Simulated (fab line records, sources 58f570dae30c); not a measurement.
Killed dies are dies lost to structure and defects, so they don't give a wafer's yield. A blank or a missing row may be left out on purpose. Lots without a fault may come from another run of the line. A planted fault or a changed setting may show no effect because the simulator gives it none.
Which tool did it? | flow berkeley_cmos170 | 13 lots, 39 wafers sampled, at 4 steps of a route of 331

WHAT THE GAUGES READ, wafer by wafer
UCB170_V2_CD_MEAS_12: target cd 700 nm. Usual: cd_nm 699.9 nm, standard deviation 1.3.
lot  | measured     | on        | cd_nm (nm)        | flag
L806 | day 8 18:37  | cd_sem-01 | 699.5 699.2 700.5 |
L808 | day 9 07:37  | cd_sem-01 | 701.1 701.7 700.8 |
L809 | day 9 11:17  | cd_sem-02 | 698.6 700.6 699.6 |
L810 | day 9 06:42  | cd_sem-02 | 699.8 699.6 698.4 |
L816 | day 10 09:51 | cd_sem-02 | 702.2 702.2 700.8 |
L817 | day 10 12:16 | cd_sem-02 | 703.9 702.3 702.2 |
L820 | day 11 13:55 | cd_sem-01 | 698.8 698.6 698.7 |
L822 | day 11 22:56 | cd_sem-02 | 698.4 699.0 698.7 |
L821 | day 11 22:11 | cd_sem-02 | 697.4 699.4 697.1 |
L825 | day 12 05:25 | cd_sem-02 | 698.9 699.4 698.5 |
L826 | day 13 05:39 | cd_sem-02 | 699.2 698.4 700.2 |
L828 | day 13 07:34 | cd_sem-02 | 701.9 700.2 701.7 |
L829 | day 13 13:08 | cd_sem-01 | 701.0 701.4 702.2 |

UCB170_V2_CD_MEAS_90: target cd 700 nm. Usual: cd_nm 699.5 nm, standard deviation 1.5.
lot  | measured     | on        | cd_nm (nm)        | flag
L806 | day 8 19:04  | cd_sem-01 | 698.9 698.9 699.6 |
L808 | day 9 08:04  | cd_sem-01 | 700.3 703.1 699.7 |
L809 | day 9 11:43  | cd_sem-02 | 698.4 698.2 699.4 |
L810 | day 9 07:08  | cd_sem-02 | 698.5 699.0 699.0 |
L816 | day 10 10:17 | cd_sem-01 | 700.7 701.5 700.0 |
L817 | day 10 12:42 | cd_sem-01 | 702.1 701.3 703.3 |
L820 | day 11 14:20 | cd_sem-02 | 697.5 699.0 697.8 |
L822 | day 11 23:22 | cd_sem-01 | 699.0 699.3 698.3 |
L821 | day 11 22:37 | cd_sem-02 | 697.1 699.7 696.7 |
L825 | day 12 05:51 | cd_sem-01 | 698.9 700.5 699.2 |
L826 | day 13 06:05 | cd_sem-01 | 701.3 697.3 698.2 |
L828 | day 13 08:00 | cd_sem-02 | 700.9 698.3 701.6 |
L829 | day 13 13:35 | cd_sem-02 | 699.5 701.4 700.8 |

WHICH TOOL RAN EACH LOT (tool, then ch and the chambers of the sampled wafers, then the start)
lot  | UCB170_PWELL_CLEAN_18          | UCB170_V2_ETCH_14
L806 | wet_bench-04 ch 0, day 3 09:10 | rie_diel-01 ch 0,1,2, day 8 18:47
L808 | wet_bench-04 ch 3, day 3 20:49 | rie_diel-02 ch 0,1,3, day 9 07:47
L809 | wet_bench-02 ch 1, day 4 02:36 | rie_diel-01 ch 0,1,3, day 9 11:26
L810 | wet_bench-02 ch 3, day 4 02:36 | rie_diel-03 ch 0,2,3, day 9 06:51
L816 | wet_bench-02 ch 0, day 5 05:59 | rie_diel-02 ch 0,3, day 10 10:00
L817 | wet_bench-02 ch 0, day 5 06:32 | rie_diel-01 ch 0,2,3, day 10 12:26
L820 | wet_bench-03 ch 2, day 6 08:23 | rie_diel-01 ch 1,2, day 11 14:04
L822 | wet_bench-04 ch 2, day 6 13:06 | rie_diel-03 ch 0,1, day 11 23:04
L821 | wet_bench-04 ch 2, day 6 13:41 | rie_diel-02 ch 0,2,3, day 11 22:20
L825 | wet_bench-03 ch 1, day 7 09:31 | rie_diel-03 ch 0,1,3, day 12 05:35
L826 | wet_bench-03 ch 3, day 7 17:01 | rie_diel-02 ch 2,3, day 13 05:49
L828 | wet_bench-04 ch 1, day 7 17:03 | rie_diel-02 ch 0,1,3, day 13 07:42
L829 | wet_bench-03 ch 3, day 8 04:28 | rie_diel-01 ch 1,2,3, day 13 13:18
- UCB170_PWELL_CLEAN_18: cleans in SPM, time 600 s.
- UCB170_V2_ETCH_14: etches SiO2 in CHF3/CF4/Ar, stops on Al, target depth 1250 nm, time 291 s.

WHAT THE TOOLS THEMSELVES READ (means of the sampled wafers that have a number; where no wafer has one, the mark that the record gives instead)
UCB170_V2_ETCH_14. Usual: cf4_flow_sccm 15.01 sccm, standard deviation 0.045; drypump_motor_current_A 5.7 A, standard deviation 0.38; oes_product_au 0.870 a.u., standard deviation 0.014; throttle_valve_pct 6.94 %, standard deviation 0.16.
lot  | tool        | cf4_flow_sccm (sccm) | drypump_motor_current_A (A) | oes_product_au (a.u.) | throttle_valve_pct (%) | flag
L806 | rie_diel-01 | 15.02                | 5.5                         | 0.859                 | 6.97                   |
L808 | rie_diel-02 | 14.98                | 6.1                         | 0.870                 | 6.89                   |
L809 | rie_diel-01 | 15.00                | 5.4                         | 0.868                 | 7.02                   |
L810 | rie_diel-03 | 14.97                | 5.8                         | 0.876                 | 7.04                   |
L816 | rie_diel-02 | 14.99                | 6.2                         | 0.876                 | 6.73                   |
L817 | rie_diel-01 | 15.01                | 5.5                         | 0.871                 | 7.10                   |
L820 | rie_diel-01 | 15.06                | 5.3                         | 0.856                 | 6.86                   |
L822 | rie_diel-03 | 15.01                | 5.7                         | 0.884                 | 6.90                   |
L821 | rie_diel-02 | 15.01                | 5.9                         | 0.876                 | 6.82                   |
L825 | rie_diel-03 | 15.02                | 5.7                         | 0.869                 | 6.94                   |
L826 | rie_diel-02 | 14.94                | 6.0                         | 0.882                 | 6.78                   |
L828 | rie_diel-02 | 15.03                | 6.2                         | 0.877                 | 6.91                   |
L829 | rie_diel-01 | 15.00                | 5.3                         | 0.859                 | 6.97                   |

THE ANSWER, worked out from the rows above alone
Rule: a lot is off if the mean of its wafers that have a number lies more than 3 standard deviations from the usual mean. A lot without any number at a reading at which 4 lots or more have one is off too. The other lots that the step has rows for count as sound. The gauges are gone through in route order, then the tools' own readings, and for those a lot's mean is taken as printed above. The first step at which some lot is off is used, and at that step the reading that is off furthest; a lot without a number counts as furthest.
No lot is off at any reading shown: from this, nothing can be told.

WHAT THE SIMULATOR HAD PUT IN
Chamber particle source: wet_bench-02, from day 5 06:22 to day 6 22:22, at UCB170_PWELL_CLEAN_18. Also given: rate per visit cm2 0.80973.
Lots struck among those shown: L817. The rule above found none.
